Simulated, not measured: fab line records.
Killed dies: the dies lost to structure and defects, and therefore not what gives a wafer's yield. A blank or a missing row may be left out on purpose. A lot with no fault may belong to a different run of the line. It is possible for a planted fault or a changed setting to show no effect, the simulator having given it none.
fab line records	flow berkeley-cmos170
record lots=16	wafers=48	last-day=12
route steps=331 shown NLDD@161
lots with no fault: from the same line, run without faults
start-h: the number of hours between the record's first day and the start of the first shown wafer of the lot	wait-h: time in hours since the lot's previous step	" same as the row above	L1.1+2: a row that stands for several wafers	- value missing, or start not given	* or withheld: withheld	< > ~ a bound
route shown NAME@n: names a module that has steps shown in the file, with the first one's number in the route	usual: mean/standard deviation taken from wafers without a fault	same: alike in all rows	chamber/n: place in a boat	sites: the reading at each site	_std_site: how widely they spread, as a standard deviation	_edge_site: mean of outer sites minus mean of inner sites	radius-mm: for every site, how far away it sits from the centre of the wafer	mask NAME#n: copy n	behind: the last tool/chamber to shape the wafer	hold: what put the lot on hold/how long, in hours/how the hold closed	device: names the non-switching transistor (n, p or np)	end of line: the same wafers' tests at the end of the route	for a step that has no rows: nothing shown but its recipe	killed: dies lost to structure and defects at the first sort, not the wafer's yield	map: a wafer's dies, marking killed ones x, the rest . and places with no die _
set.NAME: the setting that was run; set.NAME@STEP: the one run at that earlier step	model.NAME: the simulator's own value behind a step, which no gauge read
one table for each step of the route and one row for each wafer, over a sample of lots
services: when a tool's chamber went out of use (start-h, in hours from the record's first day, below 0 if earlier), for how many hours, and the reason
## steps
# step UCB170_NLDD_EXPOSE_03
# recipe mask-id=NSELECT	na=0.5	sigma-outer=0.6	source-shape=conventional	target-cd-nm=1200	dose-mj=30
# usual focus-offset-nm=0.0/0.5
lot.wafer	tool	chamber	start-h	wait-h	mask	focus-offset-nm
L928.3	krf-scanner-01	0	144.71	0.1	NSELECT#0	-0.9
L928.4	"	0	"	"	NSELECT#0	0.2
L928.5	"	0	"	"	NSELECT#0	0.2
L930.1	krf-scanner-02	0	145.03	0.4	NSELECT#0	0.4
L930.5	"	0	"	"	NSELECT#0	0.2
L930.6	"	0	"	"	NSELECT#0	0.5
L929.3	krf-scanner-01	0	145.31	0.3	NSELECT#0	0.3
L929.5	"	0	"	"	NSELECT#0	0.1
L929.6	"	0	"	"	NSELECT#0	1.1
L934.1	krf-scanner-02	0	169.23	0.2	NSELECT#0	0.6
L934.3	"	0	"	"	NSELECT#0	0.9
L934.6	"	0	"	"	NSELECT#0	1.3
L931.4	krf-scanner-02	0	169.58	0.1	NSELECT#0	0.3
L931.5	"	0	"	"	NSELECT#0	-0.6
L931.6	"	0	"	"	NSELECT#0	0.3
L935.2	krf-scanner-01	0	185.91	0.1	NSELECT#0	0.3
L935.4	"	0	"	"	NSELECT#0	0.9
L935.6	"	0	"	"	NSELECT#0	0.7
L937.1	krf-scanner-02	0	186.17	0.2	NSELECT#0	0.1
L937.3	"	0	"	"	NSELECT#0	0.0
L937.6	"	0	"	"	NSELECT#0	0.4
L938.3	krf-scanner-01	0	193.86	0.2	NSELECT#0	-1.3
L938.5	"	0	"	"	NSELECT#0	-0.6
L938.6	"	0	"	"	NSELECT#0	-1.2
L940.2	krf-scanner-01	0	210.81	0.1	NSELECT#0	0.2
L940.4	"	0	"	"	NSELECT#0	0.5
L940.6	"	0	"	"	NSELECT#0	0.6
L939.2	krf-scanner-02	0	211.05	0.3	NSELECT#0	0.4
L939.3	"	0	"	"	NSELECT#0	-0.2
L939.5	"	0	"	"	NSELECT#0	-0.3
L941.2	krf-scanner-01	0	211.38	0.2	NSELECT#0	-0.1
L941.3	"	0	"	"	NSELECT#0	0.4
L941.6	"	0	"	"	NSELECT#0	0.0
L942.4	krf-scanner-01	0	224.39	0.1	NSELECT#0	-0.2
L942.5	"	0	"	"	NSELECT#0	-0.2
L942.6	"	0	"	"	NSELECT#0	-0.2
L943.2	krf-scanner-02	0	224.92	0.2	NSELECT#0	-1.5
L943.5	"	0	"	"	NSELECT#0	-0.2
L943.6	"	0	"	"	NSELECT#0	0.0
L945.1	krf-scanner-01	0	233.89	0.2	NSELECT#0	0.4
L945.3	"	0	"	"	NSELECT#0	0.0
L945.6	"	0	"	"	NSELECT#0	0.7
L944.1	krf-scanner-02	0	246.93	0.2	NSELECT#0	-0.5
L944.2	"	0	"	"	NSELECT#0	0.5
L944.5	"	0	"	"	NSELECT#0	0.0
L948.3	krf-scanner-02	0	247.45	0.3	NSELECT#0	-0.1
L948.4	"	0	"	"	NSELECT#0	-0.2
L948.5	"	0	"	"	NSELECT#0	-0.6
# step UCB170_NLDD_OVL_MEAS_07
# usual NLDD_OVL=-4/6
lot.wafer	tool	chamber	start-h	wait-h	NLDD_OVL[nm]
L928.3	overlay-01	-	145.67	0.1	-7
L928.4	"	-	"	"	-9
L928.5	"	-	"	"	-11
L930.1	overlay-02	-	146.02	0.1	3
L930.5	"	-	"	"	7
L930.6	"	-	"	"	-2
L929.3	overlay-01	-	146.15	0.1	-7
L929.5	"	-	"	"	-4
L929.6	"	-	"	"	3
L934.1	overlay-02	-	170.16	0.1	-7
L934.3	"	-	"	"	-4
L934.6	"	-	"	"	-5
L931.4	overlay-01	-	170.41	0.1	-7
L931.5	"	-	"	"	-2
L931.6	"	-	"	"	-5
L935.2	overlay-02	-	187.17	0.1	-11
L935.4	"	-	"	"	-10
L935.6	"	-	"	"	-2
L937.1	overlay-01	-	187.19	0.1	-11
L937.3	"	-	"	"	-3
L937.6	"	-	"	"	-9
L938.3	overlay-02	-	194.34	0.1	-13
L938.5	"	-	"	"	-11
L938.6	"	-	"	"	-15
L940.2	overlay-01	-	211.30	0.1	169
L940.4	"	-	"	"	168
L940.6	"	-	"	"	172
L939.2	overlay-02	-	211.55	0.1	3
L939.3	"	-	"	"	-3
L939.5	"	-	"	"	-7
L941.2	overlay-01	-	211.88	0.1	162
L941.3	"	-	"	"	174
L941.6	"	-	"	"	171
L942.4	overlay-01	-	225.21	0.1	182
L942.5	"	-	"	"	171
L942.6	"	-	"	"	177
L943.2	overlay-02	-	225.45	0.1	0
L943.5	"	-	"	"	-8
L943.6	"	-	"	"	1
L945.1	overlay-02	-	234.40	0.1	175
L945.3	"	-	"	"	172
L945.6	"	-	"	"	176
L944.1	overlay-02	-	247.44	0.1	-8
L944.2	"	-	"	"	6
L944.5	"	-	"	"	0
L948.3	overlay-01	-	248.00	0.1	-8
L948.4	"	-	"	"	-7
L948.5	"	-	"	"	1
## services
tool	chamber	start-h	hours	kind
krf-scanner-02	-	127.64	0.8	pm
krf-scanner-01	0	170.75	-	calibration
krf-scanner-02	-	193.28	4.0	pm
krf-scanner-02	-	215.21	1.0	pm
krf-scanner-02	-	218.14	1.3	pm
krf-scanner-02	0	225.59	-	calibration
krf-scanner-01	-	237.00	1.0	pm
krf-scanner-01	-	240.52	1.5	repair
krf-scanner-01	-	244.83	0.8	pm
## key
first-sign step=UCB170_NLDD_OVL_MEAS_07	reading=NLDD_OVL	direction=up	sigmas=29	usual=-4	struck=172
effect none on later readings
met-at UCB170_NLDD_EXPOSE_03
struck-lots L940,L941,L942,L945
tester-left-out L940,L941,L942,L945
onset-between 193.86 210.81
fault kind=scanner-matching-overlay	tool=krf-scanner-01	chamber=-	onset-h=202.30	steps=UCB170_NLDD_EXPOSE_03	offset=180
# tester-left-out: of these lots the tester's yield and bins aren't shown, on N5 and GAA mostly nor the transistor test; their killed dies are dies lost to structure and defects alone, not to doping, threshold or leakage, so they don't give the yield
